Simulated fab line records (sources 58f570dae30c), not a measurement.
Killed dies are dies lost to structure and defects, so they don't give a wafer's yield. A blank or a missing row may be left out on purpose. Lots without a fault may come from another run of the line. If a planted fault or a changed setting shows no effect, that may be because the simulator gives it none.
One fault through the eyes of 2 desks / flow berkeley-cmos170 / numbers are kept per desk, each desk with only its own; the story behind them comes last

== FOR THE TOOL OWNER'S DESK: plasma-asher-03 ==
The tool's own readings at UCB170_M2_STRIP_07 (strips in O2): means of the sampled wafers that have a number, for each lot that ran on this tool. Marked OUT: a lot whose mean sits more than 4 standard deviations from the usual mean, which makes it out of limits; the brackets give that distance.
Columns: A = drypump-motor-current-A at UCB170_M2_STRIP_07, usual 5.7 A; B = o2-flow-sccm at UCB170_M2_STRIP_07, usual 400.0 sccm; C = oes-product-au at UCB170_M2_STRIP_07, usual 0.735 a.u.; D = strip-time-to-endpoint-s at UCB170_M2_STRIP_07, usual 21.96 s
lot=L570; first seen here=day 7 14:07; A=5.3; B=398.5; C=0.733; D=21.93
lot=L575; first seen here=day 8 12:51; A=5.3; B=400.5; C=0.737; D=21.88
lot=L576; first seen here=day 9 07:04; A=6.1; B=400.2; C=0.738; D=21.92
lot=L578; first seen here=day 9 23:38; A=6.1; B=401.0; C=0.729; D=21.97
lot=L580; first seen here=day 10 05:11; A=5.7; B=319.6 (-73) OUT; C=0.719; D=22.64 (+9.6) OUT
lot=L585; first seen here=day 10 21:23; A=5.7; B=320.6 (-72) OUT; C=0.719; D=22.70 (+10) OUT
This desk finds L580, L585 out of limits, L580 being first, at day 10 05:11 (o2-flow-sccm at UCB170_M2_STRIP_07). L570, L575, L576, L578: within limits.

== THE METROLOGY DESK ==
Means of the sampled wafers that have a number, per lot and without regard to the tool the lot ran on: this is what the gauges read. Marked OUT: a lot whose mean sits more than 4 standard deviations from the usual mean, which makes it out of limits; the brackets give that distance.
Columns: A = V1_POLISHED_THK at UCB170_V1_THK_MEAS_04, usual 1000.6 nm; B = cd-nm at UCB170_M2_CD_MEAS_90, usual 701 nm
lot=L569; first seen here=day 6 22:28; A=1000.3; B=699
lot=L570; first seen here=day 7 11:16; A=1000.3; B=703
lot=L571; first seen here=day 7 11:16; A=1001.3; B=706
lot=L572; first seen here=day 8 00:11; A=999.6; B=700
lot=L575; first seen here=day 8 10:08; A=1000.0; B=705
lot=L574; first seen here=day 8 10:25; A=1000.5; B=699
lot=L576; first seen here=day 9 04:09; A=1001.2; B=700
lot=L577; first seen here=day 9 10:44; A=1000.9; B=706
lot=L578; first seen here=day 9 20:34; A=1001.0; B=700
lot=L580; first seen here=day 10 00:11; A=1000.9; B=703
lot=L585; first seen here=day 10 18:47; A=1000.7; B=700
lot=L587; first seen here=day 10 23:56; A=1000.0; B=700
lot=L590; first seen here=day 11 23:43; A=1001.3; B=698
lot=L592; first seen here=day 12 03:55; A=1000.0; B=700
Finding of this desk: none of the 14 lots has anything out of limits.

== TAKEN TOGETHER ==
The tool owner's desk had the chance to raise an alarm at day 10 05:11 on L580, L585.
Nothing out of limits was seen by the metrology desk.
The metrology desk has L580, L585 on record, within its limits.
UCB170_M2_STRIP_07 was run on plasma-asher-03 by each of the lots named.

== WHAT WAS PUT IN BY THE SIMULATOR ==
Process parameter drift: plasma-asher-03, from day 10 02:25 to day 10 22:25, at UCB170_M2_STRIP_07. Setting o2-flow-sccm shifted by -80 from 400. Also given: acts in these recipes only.
Shown lots that were struck: L580, L585.
Hours from the fault's start to each desk's first reading out of limits: the tool owner's desk, 3.
